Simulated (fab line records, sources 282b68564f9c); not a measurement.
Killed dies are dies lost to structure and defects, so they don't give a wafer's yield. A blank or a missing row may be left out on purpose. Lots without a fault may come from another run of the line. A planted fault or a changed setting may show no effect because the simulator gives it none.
Tool commonality check | flow rit_cmos | 14 lots, 42 wafers sampled

WHY IT WAS OPENED
At RIT_PWELL_TW_MEAS_10 the reading PWELL_TW is flagged on 2 of 14 lots. Wafers without a fault read 953, standard deviation 9.5.
Rule: a lot is flagged when every wafer of it that has a number lies more than 4 standard deviations from that mean, or none has a number. The other lots count as sound.

lot  | measured    | on            | PWELL_TW, wafer by wafer | flag
L503 | day 2 01:21 | film_metro-02 | 945 952 949              |
L504 | day 2 05:07 | film_metro-02 | 945 945 946              |
L505 | day 2 10:04 | film_metro-04 | 962 964 960              |
L507 | day 2 19:00 | film_metro-04 | 966 968 965              |
L509 | day 3 06:34 | film_metro-04 | 961 966 969              |
L510 | day 3 12:30 | film_metro-01 | 950 945 947              |
L511 | day 3 17:47 | film_metro-04 | 967 966 964              |
L512 | day 3 22:39 | film_metro-04 | 963 960 964              |
L513 | day 4 01:37 | film_metro-02 | 941 942 939              |
L516 | day 4 18:49 | film_metro-02 | 1050 1045 1056           | FLAGGED
L518 | day 5 04:41 | film_metro-02 | 1056 1062 1065           | FLAGGED
L519 | day 5 09:21 | film_metro-04 | 953 963 963              |
L525 | day 6 13:01 | film_metro-02 | 950 951 953              |
L526 | day 6 20:49 | film_metro-01 | 943 942 944              |
The numbers of the flagged lots are 1056 on average: +103 against the usual, or +11 standard deviations.

WHICH TOOL RAN EACH LOT
The record holds 1 process step before the reading, out of a route of 202 steps. In each cell: the tool, then ch and the chambers that the sampled wafers went through, then the start.
lot  | flag    | RIT_PWELL_IMPLANT_08
L503 |         | implanter-01 ch 0, day 2 01:02
L504 |         | implanter-01 ch 0, day 2 04:48
L505 |         | implanter-04 ch 0, day 2 09:47
L507 |         | implanter-04 ch 0, day 2 18:41
L509 |         | implanter-04 ch 0, day 3 06:14
L510 |         | implanter-03 ch 0, day 3 12:11
L511 |         | implanter-03 ch 0, day 3 17:30
L512 |         | implanter-01 ch 0, day 3 22:21
L513 |         | implanter-04 ch 0, day 4 01:18
L516 | FLAGGED | implanter-01 ch 0, day 4 18:29
L518 | FLAGGED | implanter-01 ch 0, day 5 04:22
L519 |         | implanter-04 ch 0, day 5 09:01
L525 |         | implanter-04 ch 0, day 6 12:41
L526 |         | implanter-03 ch 0, day 6 20:29
What these steps do:
- RIT_PWELL_IMPLANT_08
- RIT_PWELL_TW_MEAS_10

FLAGGED OVER TOTAL, TOOL BY TOOL (the gauges that took the reading come last)
step                 | tool          | lots run | flagged | share of the flagged lots | sound lots run after its first flagged lot
RIT_PWELL_IMPLANT_08 | implanter-01  | 5        | 2       | all                       | 0
RIT_PWELL_IMPLANT_08 | implanter-03  | 3        | 0       | none                      | -
RIT_PWELL_IMPLANT_08 | implanter-04  | 6        | 0       | none                      | -
RIT_PWELL_TW_MEAS_10 | film_metro-01 | 2        | 0       | none                      | -
RIT_PWELL_TW_MEAS_10 | film_metro-02 | 6        | 2       | all                       | 1 (L525)
RIT_PWELL_TW_MEAS_10 | film_metro-04 | 6        | 0       | none                      | -

WHAT THE TABLE ALLOWS
2 rows of the table ran every flagged lot: implanter-01 at RIT_PWELL_IMPLANT_08, film_metro-02 at RIT_PWELL_TW_MEAS_10.
- implanter-01 at RIT_PWELL_IMPLANT_08: 2 of its 5 lots flagged. Its last sound lot is L512 (day 3 22:21), its first flagged lot L516 (day 4 18:29): a fault that began between those two fits. Its own readings lie more than 4 standard deviations out on every wafer of the flagged lots: dose_ions_cm2, faraday_current_uA.
- film_metro-02 at RIT_PWELL_TW_MEAS_10: 2 of its 6 lots flagged. Sound lots ran on it after the first flagged one (L525), which a lasting fault on the whole tool wouldn't allow.
One tool is left: implanter-01 at RIT_PWELL_IMPLANT_08.

WHAT THE SIMULATOR HAD PUT IN
Process parameter drift: implanter-01, from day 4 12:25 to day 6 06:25, at RIT_PWELL_IMPLANT_08. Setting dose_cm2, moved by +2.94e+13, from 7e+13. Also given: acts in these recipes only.
Lots struck among those shown: L516, L518. The rule above found the same.
